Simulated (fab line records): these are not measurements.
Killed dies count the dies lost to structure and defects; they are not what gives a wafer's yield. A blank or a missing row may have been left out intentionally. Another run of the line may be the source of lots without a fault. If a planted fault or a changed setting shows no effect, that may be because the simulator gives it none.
fab line records -- flow ritCmos
[record] lots = 6, wafers = 18, lastDay = 8
route steps=202 shown ACTIVE@1 FOX1@20 FOX2@23 M1@202
lots with no fault: from the same line, run without faults
startH: hours from the record's opening day to when the first of the lot's shown wafers began -- waitH: hours from the lot's prior step to this one -- " same as the row above -- L1.1+2: one row covering several wafers at once -- - either no value or no given start -- * or withheld: withheld -- < > ~ a bound
route shown NAME@n: a module of which the file shows steps, and the number in the route of the first -- usual: the fault-free wafers' mean and standard deviation -- same: alike in all rows -- chamber/n: place in a boat -- sites: each site's reading -- _std_site: standard deviation of those values -- _edge_site: mean of outer sites minus mean of inner sites -- radiusMm: for every site, how far away it sits from the centre of the wafer -- mask NAME#n: copy n -- behind: the most recent tool/chamber to have shaped the wafer -- hold: why the lot was held/for how many hours/how that ended -- device: whichever transistor did not switch (one of n, p or np) -- end of line: the same wafers' tests at the end of the route -- step lacking rows: just its recipe -- killed: dies lost to structure and defects at the first sort, not the wafer's yield -- map: a wafer's dies, marking killed ones x, the rest . and places with no die _
set.NAME: setting as actually run; set.NAME@STEP: the setting as run at that earlier step -- model.NAME: the simulator's own value behind a step, which no gauge read
lots at selected steps of the route; one table per step, one row per wafer
services: the hour from which a tool's chamber was out of use, counted from the record's first day as startH (under 0 if before that day), plus the number of hours and why
[[steps]]
[step RIT_ACTIVE_BOW_MEAS_00]
[recipe] mode = bow
[usual] INCOMING_BOW = -1/6.2
lot.wafer,tool,chamber,startH,waitH,INCOMING_BOW[um]
L900.1,filmMetro-02,-,30.00,-,-4
L900.3,filmMetro-02,-,30.00,-,1
L900.4,filmMetro-02,-,30.00,-,-3
L904.1,filmMetro-02,-,50.00,-,-12
L904.3,filmMetro-02,-,50.00,-,9
L904.6,filmMetro-02,-,50.00,-,-7
L913.1,filmMetro-01,-,95.00,-,-1
L913.4,filmMetro-01,-,95.00,-,9
L913.6,filmMetro-01,-,95.00,-,-4
L914.2,filmMetro-01,-,100.02,-,5
L914.3,filmMetro-01,-,100.02,-,-12
L914.5,filmMetro-01,-,100.02,-,-2
L916.2,filmMetro-01,-,110.02,-,-4
L916.3,filmMetro-01,-,110.02,-,0
L916.4,filmMetro-01,-,110.02,-,-2
L919.1,filmMetro-01,-,125.00,-,-8
L919.2,filmMetro-01,-,125.00,-,9
L919.5,filmMetro-01,-,125.00,-,3
[step RIT_ACTIVE_OXIDATION_01]
[recipe] tempC = 1000, ambient = O2, targetThkA = 468, oxTimeS = 3360
[usual] oxTempC = 1000.0/0.46
lot.wafer,tool,chamber,startH,waitH,oxTempC
L900.1,furnace-04,0,31.27,1.2,1000.0
L900.3,furnace-04,0,31.27,1.2,1000.2
L900.4,furnace-04,0,31.27,1.2,999.8
L904.1,furnace-04,0,51.37,1.3,999.4
L904.3,furnace-04,0,51.37,1.3,999.5
L904.6,furnace-04,0,51.37,1.3,999.8
L904.1,furnace-04,0,54.62,1.3,999.9
L904.3,furnace-04,0,54.62,1.3,999.7
L904.6,furnace-04,0,54.62,1.3,999.9
L913.1,furnace-01,0,99.90,4.9,1000.8
L913.4,furnace-01,0,99.90,4.9,1000.4
L913.6,furnace-01,0,99.90,4.9,1000.4
L913.1,furnace-01,0,105.54,3.7,1000.4
L913.4,furnace-01,0,105.54,3.7,1000.1
L913.6,furnace-01,0,105.54,3.7,999.8
L914.2,furnace-01,0,105.54,5.5,1000.0
L914.3,furnace-01,0,105.54,5.5,999.4
L914.5,furnace-01,0,105.54,5.5,1000.1
L916.2,furnace-04,0,113.00,3.0,1000.3
L916.3,furnace-04,0,113.00,3.0,999.8
L916.4,furnace-04,0,113.00,3.0,999.7
L919.1,furnace-04,0,126.89,1.9,1000.6
L919.2,furnace-04,0,126.89,1.9,1000.6
L919.5,furnace-04,0,126.89,1.9,1001.2
[step RIT_ACTIVE_THK_MEAS_02]
[recipe] reads = SiO2_of_ACTIVE_OXIDATION_01
[usual] ACTIVE_OXIDE_THK = 46.1/1
lot.wafer,tool,chamber,startH,waitH,ACTIVE_OXIDE_THK[nm]
L900.1,filmMetro-02,-,33.20,0.0,47.3
L900.3,filmMetro-02,-,33.20,0.0,48.0
L900.4,filmMetro-02,-,33.20,0.0,47.0
L904.1,filmMetro-02,-,56.55,0.0,74.4
L904.3,filmMetro-02,-,56.55,0.0,74.8
L904.6,filmMetro-02,-,56.55,0.0,75.0
L904.1,filmMetro-02,-,56.78,0.2,74.4
L904.3,filmMetro-02,-,56.78,0.2,74.9
L904.6,filmMetro-02,-,56.78,0.2,75.0
L913.1,filmMetro-01,-,107.47,0.0,71.6
L913.4,filmMetro-01,-,107.47,0.0,70.4
L913.6,filmMetro-01,-,107.47,0.0,72.8
L913.1,filmMetro-01,-,107.70,0.2,71.6
L913.4,filmMetro-01,-,107.70,0.2,70.4
L913.6,filmMetro-01,-,107.70,0.2,72.8
L914.2,filmMetro-04,-,107.48,0.0,45.3
L914.3,filmMetro-04,-,107.48,0.0,44.4
L914.5,filmMetro-04,-,107.48,0.0,45.6
L916.2,filmMetro-02,-,114.95,0.0,47.1
L916.3,filmMetro-02,-,114.95,0.0,46.3
L916.4,filmMetro-02,-,114.95,0.0,46.2
L919.1,filmMetro-01,-,128.82,0.0,46.1
L919.2,filmMetro-01,-,128.82,0.0,46.2
L919.5,filmMetro-01,-,128.82,0.0,45.9
[step RIT_ACTIVE_CVD_03]
[recipe] material = Si3N4, targetThkNm = 150, tempC = 810, precursor = SiH2Cl2/NH3, timeS = 1537, pressureMtorr = 300, sih2cl2FlowSccm = 60, nh3FlowSccm = 150
[step RIT_ACTIVE_THK_MEAS_04]
[recipe] reads = Si3N4_of_ACTIVE_CVD_03
[usual] ACTIVE_NITRIDE_THK = 153.9/1.5
lot.wafer,tool,chamber,startH,waitH,ACTIVE_NITRIDE_THK[nm]
L900.1,filmMetro-01,-,34.68,0.0,155.5
L900.3,filmMetro-01,-,34.68,0.0,155.1
L900.4,filmMetro-01,-,34.68,0.0,155.6
L904.1,filmMetro-02,-,62.18,0.0,153.1
L904.3,filmMetro-02,-,62.18,0.0,152.5
L904.6,filmMetro-02,-,62.18,0.0,151.9
L914.2,filmMetro-04,-,108.96,0.0,153.2
L914.3,filmMetro-04,-,108.96,0.0,152.9
L914.5,filmMetro-04,-,108.96,0.0,153.5
L916.2,filmMetro-04,-,116.42,0.0,152.2
L916.3,filmMetro-04,-,116.42,0.0,153.6
L916.4,filmMetro-04,-,116.42,0.0,152.6
L913.1,filmMetro-02,-,120.12,0.1,152.4
L913.4,filmMetro-02,-,120.12,0.1,152.1
L913.6,filmMetro-02,-,120.12,0.1,152.7
L919.1,filmMetro-01,-,131.20,0.0,152.5
L919.2,filmMetro-01,-,131.20,0.0,154.5
L919.5,filmMetro-01,-,131.20,0.0,156.3
[step RIT_ACTIVE_HMDS_05]
[recipe] primeTimeS = 60, primeTempC = 140
[step RIT_ACTIVE_COAT_06]
[recipe] resist = NOVOLAK, spinRpm = 3250, resistThkNm = 991.5
[step RIT_ACTIVE_SOFTBAKE_07]
[recipe] resist = NOVOLAK, tempC = 90, timeS = 60
[step RIT_ACTIVE_EXPOSE_08]
[recipe] maskId = M1, na = 0.6, sourceShape = conventional, sigmaOuter = 0.6, targetCdNm = 1400, doseMj = 225
[step RIT_ACTIVE_PEB_09]
[recipe] resist = NOVOLAK, tempC = withheld, timeS = withheld
[step RIT_ACTIVE_DEVELOP_10]
[recipe] resist = NOVOLAK, developTimeS = 50, devTempC = 23
[step RIT_ACTIVE_CD_MEAS_11]
[recipe] targetCdNm = 1400
[usual] cdNm = 1400.3/2.6
lot.wafer,tool,chamber,startH,waitH,cdNm
L900.1,cdSem-01,-,35.59,-,1402.8
L900.3,cdSem-01,-,35.59,-,1403.8
L900.4,cdSem-01,-,35.59,-,1400.3
L904.1,cdSem-02,-,63.31,-,1399.7
L904.3,cdSem-02,-,63.31,-,1398.7
L904.6,cdSem-02,-,63.31,-,1398.9
L914.2,cdSem-02,-,109.88,-,1399.3
L914.3,cdSem-02,-,109.88,-,1397.3
L914.5,cdSem-02,-,109.88,-,1398.7
L916.2,cdSem-02,-,117.39,-,1399.7
L916.3,cdSem-02,-,117.39,-,1400.4
L916.4,cdSem-02,-,117.39,-,1399.3
L913.1,cdSem-02,-,121.33,-,1402.1
L913.4,cdSem-02,-,121.33,-,1401.4
L913.6,cdSem-02,-,121.33,-,1401.5
L919.1,cdSem-02,-,132.11,-,1399.1
L919.2,cdSem-02,-,132.11,-,1398.0
L919.5,cdSem-02,-,132.11,-,1398.7
[step RIT_ACTIVE_HARDBAKE_12]
[recipe] resist = NOVOLAK, tempC = 140, timeS = 60
[step RIT_ACTIVE_ETCH_13]
[recipe] stopOn = SiO2, chemistry = SF6, target = Si3N4, timeS = 210, overEtchFrac = 0.4, SF6_flow_sccm = 200, pressureMtorr = 260, rfW = 125, targetDepthA = 2100
[usual] drypumpMotorCurrentA = 5.7/0.43, oesProductAu = 0.832/0.014, throttleValvePct = 7.49/0.15
lot.wafer,tool,chamber,startH,waitH,drypumpMotorCurrentA,oesProductAu,rfHoursCounterH,throttleValvePct,model.SiO2_of_ACTIVE_OXIDATION_01.thkNm
L900.1,rieDiel-02,1,35.86,0.1,6.5,0.840,20,7.36,47.27
L900.3,rieDiel-02,2,35.86,0.1,6.1,0.861,100,7.69,47.6
L900.4,rieDiel-02,0,35.86,0.1,5.6,0.847,109,7.65,47.02
L904.1,rieDiel-02,1,63.67,0.1,6.5,0.843,20,7.36,74.43
L904.3,rieDiel-02,3,63.67,0.1,5.8,0.850,137,7.36,74.9
L904.6,rieDiel-02,3,63.67,0.1,5.8,0.837,-,7.35,75
L914.2,rieDiel-04,1,110.13,0.1,6.3,0.820,129,7.52,44.86
L914.3,rieDiel-04,2,110.13,0.1,5.3,0.844,125,7.61,44.41
L914.5,rieDiel-04,2,110.13,0.1,5.3,0.847,-,7.60,45.62
L916.2,rieDiel-04,0,117.64,0.1,5.7,0.822,13,7.31,47.03
L916.3,rieDiel-04,2,117.64,0.1,5.3,0.846,125,7.62,46.41
L916.4,rieDiel-04,1,117.64,0.1,6.2,0.808,129,7.52,45.72
L913.1,rieDiel-02,1,121.80,0.1,6.5,0.834,21,7.37,71.58
L913.4,rieDiel-02,0,121.80,0.1,5.6,0.826,111,7.64,70.37
L913.6,rieDiel-02,1,121.80,0.1,6.5,0.841,-,7.37,72.76
L919.1,rieDiel-04,2,132.51,0.1,5.3,0.845,125,7.60,46.08
L919.2,rieDiel-04,3,132.51,0.1,5.6,0.815,5,7.36,46.24
L919.5,rieDiel-04,2,132.51,0.1,5.3,0.851,-,7.61,45.97
[step RIT_ACTIVE_STRIP_14]
[recipe] chemistry = O2, timeS = 180, resist = NOVOLAK, platenTempC = withheld, powerW = 500, pressureMtorr = 4000, o2FlowSccm = 4000
[usual] drypumpMotorCurrentA = 6.2/0.51, rfReflPowerW = 6.7/0.88
lot.wafer,tool,chamber,startH,waitH,drypumpMotorCurrentA,rfHoursCounterH,rfReflPowerW
L900.1,plasmaAsher-01,1,35.99,0.1,5.8,23,6.3
L900.3,plasmaAsher-01,0,35.99,0.1,6.8,-,6.5
L900.4,plasmaAsher-01,1,35.99,0.1,5.8,-,6.2
L904.1,plasmaAsher-02,1,64.03,0.3,6.7,41,8.1
L904.3,plasmaAsher-02,1,64.03,0.3,6.7,-,8.3
L904.6,plasmaAsher-02,0,64.03,0.3,6.5,-,5.5
L914.2,plasmaAsher-02,0,110.26,0.1,6.5,46,5.5
L914.3,plasmaAsher-02,1,110.26,0.1,6.8,-,8.3
L914.5,plasmaAsher-02,0,110.26,0.1,6.5,-,5.5
L916.2,plasmaAsher-03,0,117.78,0.1,5.9,0,6.5
L916.3,plasmaAsher-03,1,117.78,0.1,5.5,-,6.9
L916.4,plasmaAsher-03,0,117.78,0.1,5.9,-,6.4
L913.1,plasmaAsher-03,1,121.93,0.1,5.5,45,7.1
L913.4,plasmaAsher-03,0,121.93,0.1,5.9,-,6.3
L913.6,plasmaAsher-03,1,121.93,0.1,5.5,-,7.1
L919.1,plasmaAsher-03,0,132.64,0.1,5.9,1,6.6
L919.2,plasmaAsher-03,1,132.64,0.1,5.4,1,6.9
L919.5,plasmaAsher-03,1,132.64,0.1,5.5,-,6.9
[step RIT_ACTIVE_CD_MEAS_90]
[recipe] targetCdNm = 1400
[usual] cdNm = 1400.4/2.6
lot.wafer,tool,chamber,startH,waitH,cdNm
L900.1,cdSem-01,-,36.16,0.1,1402.7
L900.3,cdSem-01,-,36.16,0.1,1403.5
L900.4,cdSem-01,-,36.16,0.1,1400.3
L904.1,cdSem-02,-,64.25,0.2,1399.8
L904.3,cdSem-02,-,64.25,0.2,1399.0
L904.6,cdSem-02,-,64.25,0.2,1399.0
L914.2,cdSem-02,-,110.46,0.1,1399.1
L914.3,cdSem-02,-,110.46,0.1,1397.4
L914.5,cdSem-02,-,110.46,0.1,1398.7
L916.2,cdSem-02,-,117.97,0.1,1399.9
L916.3,cdSem-02,-,117.97,0.1,1400.6
L916.4,cdSem-02,-,117.97,0.1,1399.3
L913.1,cdSem-02,-,122.10,0.1,1402.4
L913.4,cdSem-02,-,122.10,0.1,1401.2
L913.6,cdSem-02,-,122.10,0.1,1401.5
L919.1,cdSem-02,-,132.82,0.1,1399.3
L919.2,cdSem-02,-,132.82,0.1,1398.1
L919.5,cdSem-02,-,132.82,0.1,1399.3
[step RIT_ACTIVE_CLEAN_15]
[recipe] chemistry = SC1, mix = 3:3:50, timeS = 600, tempC = 75
[step RIT_ACTIVE_CLEAN_16]
[recipe] chemistry = dHF, dilution = 50:1, timeS = 30
[step RIT_ACTIVE_CLEAN_17]
[recipe] chemistry = SC2, mix = 3:3:50, timeS = 600, tempC = 75, dry = n2Spin
[step RIT_FOX1_OXIDATION_00]
[recipe] tempC = 1100, ambient = H2O, targetThkA = 3507, pH2oTorr = 720, oxTimeS = 1130
[step RIT_FOX1_THK_MEAS_01]
[recipe] reads = SiO2_of_FOX1_OXIDATION_00
[usual] FOX1_OXIDE_THK = 349/5.9
lot.wafer,tool,chamber,startH,waitH,FOX1_OXIDE_THK[nm]
L900.1,filmMetro-02,-,39.32,0.0,357
L900.3,filmMetro-02,-,39.32,0.0,363
L900.4,filmMetro-02,-,39.32,0.0,355
L904.1,filmMetro-03,-,66.45,0.1,344
L904.3,filmMetro-03,-,66.45,0.1,338
L904.6,filmMetro-03,-,66.45,0.1,339
L914.2,filmMetro-04,-,113.01,0.0,342
L914.3,filmMetro-04,-,113.01,0.0,348
L914.5,filmMetro-04,-,113.01,0.0,348
L916.2,filmMetro-03,-,124.97,0.0,341
L916.3,filmMetro-03,-,124.97,0.0,348
L916.4,filmMetro-03,-,124.97,0.0,344
L913.1,filmMetro-03,-,125.02,0.1,345
L913.4,filmMetro-03,-,125.02,0.1,341
L913.6,filmMetro-03,-,125.02,0.1,350
L919.1,filmMetro-04,-,134.66,0.0,347
L919.2,filmMetro-04,-,134.66,0.0,355
L919.5,filmMetro-04,-,134.66,0.0,345
[step RIT_FOX1_WET_ETCH_02]
[recipe] chemistry = BOE, targetDepthNm = 350, timeS = 390, tempC = 21.5, dry = n2Spin, dilution = 10:1, target = SiO2
[step RIT_FOX2_OXIDATION_00]
[recipe] tempC = 1100, ambient = H2O, targetThkA = 3507, pH2oTorr = 720, oxTimeS = 1130
[step RIT_FOX2_THK_MEAS_01]
[recipe] reads = SiO2_of_FOX2_OXIDATION_00
[usual] FOX2_OXIDE_THK = 348/7.7
lot.wafer,tool,chamber,startH,waitH,FOX2_OXIDE_THK[nm]
L900.1,filmMetro-01,-,41.31,0.0,345
L900.3,filmMetro-01,-,41.31,0.0,341
L900.4,filmMetro-01,-,41.31,0.0,339
L904.1,filmMetro-03,-,69.06,0.0,354
L904.3,filmMetro-03,-,69.06,0.0,357
L904.6,filmMetro-03,-,69.06,0.0,356
L914.2,filmMetro-01,-,119.32,0.0,355
L914.3,filmMetro-01,-,119.32,0.0,351
L914.5,filmMetro-01,-,119.32,0.0,346
L913.1,filmMetro-02,-,127.59,0.1,350
L913.4,filmMetro-02,-,127.59,0.1,348
L913.6,filmMetro-02,-,127.59,0.1,348
L916.2,filmMetro-03,-,130.15,0.0,347
L916.3,filmMetro-03,-,130.15,0.0,340
L916.4,filmMetro-03,-,130.15,0.0,342
L919.1,filmMetro-01,-,136.15,0.0,348
L919.2,filmMetro-01,-,136.15,0.0,339
L919.5,filmMetro-01,-,136.15,0.0,346
[step RIT_FOX2_CLEAN_02]
[recipe] chemistry = dHF, dilution = 50:1, timeS = 180
[step RIT_FOX2_WET_ETCH_03]
[recipe] chemistry = H3PO4, target = Si3N4, targetDepthNm = 195, tempC = 165, timeS = 2700
lot.wafer,tool,chamber,startH,waitH,model.SiO2_of_ACTIVE_OXIDATION_01.thkNm
L900.1,wetBench-01,1,41.43,0.0,42.1
L900.3,wetBench-01,1,41.43,0.0,42.44
L900.4,wetBench-01,1,41.43,0.0,41.9
L904.1,wetBench-02,2,69.17,0.0,66
L904.3,wetBench-02,2,69.17,0.0,66.44
L904.6,wetBench-02,2,69.17,0.0,66.49
L914.2,wetBench-04,0,119.43,0.0,40.1
L914.3,wetBench-04,0,119.43,0.0,39.71
L914.5,wetBench-04,0,119.43,0.0,40.78
L913.1,wetBench-04,2,127.89,0.1,63.38
L913.4,wetBench-04,2,127.89,0.1,62.33
L913.6,wetBench-04,2,127.89,0.1,64.41
L916.2,wetBench-02,1,130.26,0.0,41.78
L916.3,wetBench-02,1,130.26,0.0,41.25
L916.4,wetBench-02,1,130.26,0.0,40.64
L919.1,wetBench-01,0,136.27,0.0,40.93
L919.2,wetBench-01,0,136.27,0.0,41.05
L919.5,wetBench-01,0,136.27,0.0,40.79
[step RIT_FOX2_THK_MEAS_90]
[recipe] reads = SiO2_of_FOX2_OXIDATION_00
[usual] FIELD_OXIDE_LEFT_1_THK = 321/7.7
lot.wafer,tool,chamber,startH,waitH,FIELD_OXIDE_LEFT_1_THK[nm]
L900.1,filmMetro-03,-,42.26,0.0,318
L900.3,filmMetro-03,-,42.26,0.0,314
L900.4,filmMetro-03,-,42.26,0.0,311
L904.1,filmMetro-03,-,70.00,0.0,327
L904.3,filmMetro-03,-,70.00,0.0,329
L904.6,filmMetro-03,-,70.00,0.0,328
L914.2,filmMetro-02,-,120.27,0.0,328
L914.3,filmMetro-02,-,120.27,0.0,324
L914.5,filmMetro-02,-,120.27,0.0,319
L913.1,filmMetro-03,-,128.72,0.0,322
L913.4,filmMetro-03,-,128.72,0.0,320
L913.6,filmMetro-03,-,128.72,0.0,320
L916.2,filmMetro-02,-,131.03,0.0,319
L916.3,filmMetro-02,-,131.03,0.0,312
L916.4,filmMetro-02,-,131.03,0.0,314
L919.1,filmMetro-01,-,137.03,0.0,320
L919.2,filmMetro-01,-,137.03,0.0,311
L919.5,filmMetro-01,-,137.03,0.0,319
[step RIT_M1_PROBE_99]
[usual] killedAtFrontEnd = 7.1/2.8, killedDies = 7.1/2.9, killedOpen = 3.4/2, killedShort = 3.6/2.1
[same] grossDies = 264, killed_at_M0_to_M3 = 0, killed_at_M4_up = 0, killedAtBackSide = 0, killedAtContacts = 0, killedAtOther = 0
lot.wafer,tool,chamber,startH,waitH,killedAtFrontEnd,killedDies,killedOpen,killedShort
L900.1,prober-02,-,87.59,0.1,13,13,5,8
L900.3,prober-02,-,87.69,0.2,9,9,6,3
L900.4,prober-02,-,87.74,0.2,4,4,0,4
L904.1,prober-02,-,110.50,0.1,3,3,0,3
L904.3,prober-02,-,110.60,0.2,8,8,5,3
L904.6,prober-02,-,110.75,0.2,3,3,2,1
L913.1,prober-02,-,174.28,0.1,4,4,2,2
L913.4,prober-02,-,174.43,0.2,8,8,3,5
L913.6,prober-02,-,174.53,0.2,7,7,3,4
L919.1,prober-01,-,182.51,0.1,6,6,2,4
L919.2,prober-01,-,182.56,0.1,4,4,1,3
L919.5,prober-01,-,182.71,0.2,10,10,2,8
// killed by level:class
L900.1 GATE:geometricParticle:open=4 SPACER:geometricParticle:short=3 FOX1:geometricParticle:short=2 FOX2:geometricParticle:short=2 GATE:geometricParticle:short=1 SPACER:geometricParticle:open=1
L900.3 GATE:geometricParticle:open=4 SPACER:geometricParticle:open=2 FOX1:geometricParticle:short=1 GATE:geometricParticle:short=1 SILICIDE:geometricParticle:short=1
L900.4 SPACER:geometricParticle:short=3 GATE:geometricParticle:short=1
L904.1 FOX2:geometricParticle:short=1 GATE:geometricParticle:short=1 REOX:geometricParticle:short=1
L904.3 REOX:geometricParticle:open=2 SPACER:geometricParticle:open=2 FOX1:geometricParticle:short=1 FOX1:geometricParticle:open=1 GATE:geometricParticle:short=1 SPACER:geometricParticle:short=1
L904.6 FOX2:geometricParticle:open=2 GATE:geometricParticle:short=1
L913.1 FOX2:geometricParticle:short=2 FOX2:geometricParticle:open=1 GATE:geometricParticle:open=1
L913.4 GATE:geometricParticle:open=3 GATE:geometricParticle:short=2 FOX1:geometricParticle:short=1 SPACER:geometricParticle:short=1 SILICIDE:geometricParticle:short=1
L913.6 GATE:geometricParticle:short=2 GATE:geometricParticle:open=2 FOX1:geometricParticle:short=1 FOX2:geometricParticle:short=1 REOX:geometricParticle:open=1
L919.1 GATE:geometricParticle:short=3 FOX1:geometricParticle:open=1 SPACER:geometricParticle:short=1 SILICIDE:geometricParticle:open=1
L919.2 FOX2:geometricParticle:short=1 GATE:geometricParticle:short=1 REOX:geometricParticle:short=1 SPACER:geometricParticle:open=1
L919.5 GATE:geometricParticle:short=5 FOX1:geometricParticle:short=1 FOX2:geometricParticle:short=1 REOX:geometricParticle:short=1 REOX:geometricParticle:open=1 SPACER:geometricParticle:open=1
[[services]]
tool,chamber,startH,hours,kind
furnace-01,-,13.33,2.5,repair
furnace-04,-,19.45,2.1,pm
furnace-01,-,21.46,3.1,pm
furnace-04,-,21.54,4.6,pm
rieDiel-02,0,61.71,13.8,repair
plasmaAsher-03,-,67.92,1.6,repair
rieDiel-04,-,91.95,0.8,repair
plasmaAsher-03,-,108.75,9.0,pm
plasmaAsher-03,0,108.75,9.0,ventCycle
plasmaAsher-03,1,108.75,9.0,ventCycle
plasmaAsher-03,0,117.75,-,clean
plasmaAsher-03,1,117.75,-,clean
rieDiel-02,2,118.60,12.6,repair
rieDiel-02,-,122.05,0.5,repair
plasmaAsher-02,-,126.86,2.8,pm
plasmaAsher-01,-,132.82,4.3,pm
[[key]]
[firstSign] step = RIT_ACTIVE_OXIDATION_01, reading = visit, direction = added
[effect] step = RIT_ACTIVE_THK_MEAS_02, reading = visit, direction = added
[effect] step = RIT_ACTIVE_THK_MEAS_02, reading = ACTIVE_OXIDE_THK, direction = up, sigmas = 27, usual = 46.1, struck = 73.2
[modelEffect] step = RIT_ACTIVE_ETCH_13, value = SiO2_of_ACTIVE_OXIDATION_01.thkNm, without = 46.49, struck = 72.92
[modelEffect] step = RIT_FOX2_WET_ETCH_03, value = SiO2_of_ACTIVE_OXIDATION_01.thkNm, without = 41.18, struck = 64.84
metAt RIT_ACTIVE_OXIDATION_01
struckWafers L904.1,L904.3,L904.6,L913.1,L913.4,L913.6
testerLeftOut L904,L913
[fault] kind = repeatedStepWhole, tool = furnace-01,furnace-03,furnace-04, chamber = -, onsetH = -, steps = RIT_ACTIVE_OXIDATION_01, times = 1, scope = struckLotsOnly
// testerLeftOut: of these lots the tester's yield and bins aren't shown, on N5 and GAA mostly nor the transistor test; their killed dies are dies lost to structure and defects alone, not to doping, threshold or leakage, so they don't give the yield
